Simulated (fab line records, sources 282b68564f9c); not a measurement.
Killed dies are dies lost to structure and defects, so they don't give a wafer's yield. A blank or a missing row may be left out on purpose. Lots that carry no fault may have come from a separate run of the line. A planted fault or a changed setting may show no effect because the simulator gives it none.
Split-lot study || flow rit_cmos || on a route of 202 steps: 5 lots, 23 wafers read

== ABOUT THE SPLIT ==
At RIT_CONTACT_CVD_00 (deposits SiO2 from TEOS, target thk 400 nm, time 61 s), the setting time_s was moved away from the recipe's 61 s on 12 of the 23 wafers read, by -12.5% to -8.2%. All remaining wafers had this setting at the recipe value.

The file shows no step between the split and the reading.

== THE READING ==
At RIT_CONTACT_THK_MEAS_01: CONTACT_TEOS_THK, given in nm. Typical for fault-free wafers on this fab line: 399 nm, with standard deviation 5.7 nm.

{"wafer": "L075.1", "tool, chamber at the split": "pecvd-03, 2", "time_s as run, s": 61, "against the recipe": "recipe", "CONTACT_TEOS_THK, nm": 389, "against lot-mates on the recipe": "-"}
{"wafer": "L075.3", "tool, chamber at the split": "pecvd-03, 1", "time_s as run, s": 61, "against the recipe": "recipe", "CONTACT_TEOS_THK, nm": 388, "against lot-mates on the recipe": "-"}
{"wafer": "L075.5", "tool, chamber at the split": "pecvd-03, 0", "time_s as run, s": 61, "against the recipe": "recipe", "CONTACT_TEOS_THK, nm": 390, "against lot-mates on the recipe": "-"}
{"wafer": "L076.2", "tool, chamber at the split": "pecvd-02, 0", "time_s as run, s": 61, "against the recipe": "recipe", "CONTACT_TEOS_THK, nm": 398, "against lot-mates on the recipe": "-"}
{"wafer": "L076.3", "tool, chamber at the split": "pecvd-02, 2", "time_s as run, s": 56.01, "against the recipe": "-8.2%", "CONTACT_TEOS_THK, nm": 364, "against lot-mates on the recipe": -37}
{"wafer": "L076.4", "tool, chamber at the split": "pecvd-02, 1", "time_s as run, s": 61, "against the recipe": "recipe", "CONTACT_TEOS_THK, nm": 404, "against lot-mates on the recipe": "-"}
{"wafer": "L076.5", "tool, chamber at the split": "pecvd-02, 2", "time_s as run, s": 56.01, "against the recipe": "-8.2%", "CONTACT_TEOS_THK, nm": 367, "against lot-mates on the recipe": -34}
{"wafer": "L076.6", "tool, chamber at the split": "pecvd-02, 0", "time_s as run, s": 56.01, "against the recipe": "-8.2%", "CONTACT_TEOS_THK, nm": 363, "against lot-mates on the recipe": -38}
{"wafer": "L079.1", "tool, chamber at the split": "pecvd-02, 2", "time_s as run, s": 53.38, "against the recipe": "-12.5%", "CONTACT_TEOS_THK, nm": 341, "against lot-mates on the recipe": -52}
{"wafer": "L079.2", "tool, chamber at the split": "pecvd-02, 0", "time_s as run, s": 61, "against the recipe": "recipe", "CONTACT_TEOS_THK, nm": 392, "against lot-mates on the recipe": "-"}
{"wafer": "L079.4", "tool, chamber at the split": "pecvd-02, 2", "time_s as run, s": 53.38, "against the recipe": "-12.5%", "CONTACT_TEOS_THK, nm": 343, "against lot-mates on the recipe": -50}
{"wafer": "L079.5", "tool, chamber at the split": "pecvd-02, 2", "time_s as run, s": 53.38, "against the recipe": "-12.5%", "CONTACT_TEOS_THK, nm": 350, "against lot-mates on the recipe": -43}
{"wafer": "L079.6", "tool, chamber at the split": "pecvd-02, 0", "time_s as run, s": 61, "against the recipe": "recipe", "CONTACT_TEOS_THK, nm": 394, "against lot-mates on the recipe": "-"}
{"wafer": "L083.1", "tool, chamber at the split": "pecvd-04, 2", "time_s as run, s": 55.89, "against the recipe": "-8.4%", "CONTACT_TEOS_THK, nm": 365, "against lot-mates on the recipe": -41}
{"wafer": "L083.2", "tool, chamber at the split": "pecvd-04, 1", "time_s as run, s": 55.89, "against the recipe": "-8.4%", "CONTACT_TEOS_THK, nm": 370, "against lot-mates on the recipe": -36}
{"wafer": "L083.3", "tool, chamber at the split": "pecvd-04, 0", "time_s as run, s": 55.89, "against the recipe": "-8.4%", "CONTACT_TEOS_THK, nm": 370, "against lot-mates on the recipe": -36}
{"wafer": "L083.4", "tool, chamber at the split": "pecvd-04, 1", "time_s as run, s": 61, "against the recipe": "recipe", "CONTACT_TEOS_THK, nm": 407, "against lot-mates on the recipe": "-"}
{"wafer": "L083.5", "tool, chamber at the split": "pecvd-04, 0", "time_s as run, s": 61, "against the recipe": "recipe", "CONTACT_TEOS_THK, nm": 405, "against lot-mates on the recipe": "-"}
{"wafer": "L085.1", "tool, chamber at the split": "pecvd-02, 1", "time_s as run, s": 61, "against the recipe": "recipe", "CONTACT_TEOS_THK, nm": 403, "against lot-mates on the recipe": "-"}
{"wafer": "L085.2", "tool, chamber at the split": "pecvd-02, 0", "time_s as run, s": 53.59, "against the recipe": "-12.1%", "CONTACT_TEOS_THK, nm": 349, "against lot-mates on the recipe": -55}
{"wafer": "L085.4", "tool, chamber at the split": "pecvd-02, 1", "time_s as run, s": 53.59, "against the recipe": "-12.1%", "CONTACT_TEOS_THK, nm": 359, "against lot-mates on the recipe": -45}
{"wafer": "L085.5", "tool, chamber at the split": "pecvd-02, 0", "time_s as run, s": 61, "against the recipe": "recipe", "CONTACT_TEOS_THK, nm": 405, "against lot-mates on the recipe": "-"}
{"wafer": "L085.6", "tool, chamber at the split": "pecvd-02, 2", "time_s as run, s": 53.59, "against the recipe": "-12.1%", "CONTACT_TEOS_THK, nm": 363, "against lot-mates on the recipe": -41}

FIT RESULTS
A straight line over all 23 wafers: CONTACT_TEOS_THK changes by +3.81 nm for each +1% of time_s; r = +0.95; the points scatter about the line by 6.6 nm.
The same after taking each lot's own level away (the mean of its wafers on the recipe; 23 wafers): +4 nm for each +1%; r = +0.99; scatter 3.8 nm.
Per that fit: largest time_s move, reading shift of 50 nm.
The lots' own levels span 389.0 to 406.0 nm, that is 3.0 times the standard deviation above.
The two slopes agree, so the slope changes little with the lot-to-lot level.
Check: -50.4 nm against its lot-mates is what the line predicts for one of the wafers moved furthest among these (-12.5%) when that wafer is left out of the fit. It came out at -52 nm against them.

== THE WHOLE CHAIN: every reading that the file lists as answering this split, in the file's order ==
{"step": "RIT_CONTACT_CVD_00", "what it does": "deposits SiO2 from TEOS, target thk 400 nm, time 61 s", "reading": "SiO2_of_CONTACT_CVD_00.thk_nm (the simulator's own value, which no gauge read)", "change (the file's fit)": "+4.03 nm for each +1% of the setting", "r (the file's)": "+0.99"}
{"step": "RIT_CONTACT_THK_MEAS_01", "what it does": "", "reading": "CONTACT_TEOS_THK", "change (the file's fit)": "+4.03 for each +1% of the setting", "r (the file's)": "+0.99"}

== THE FILE'S OWN FIT ==
CONTACT_TEOS_THK changes by +4.03 nm for each +1% of time_s, r = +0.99.
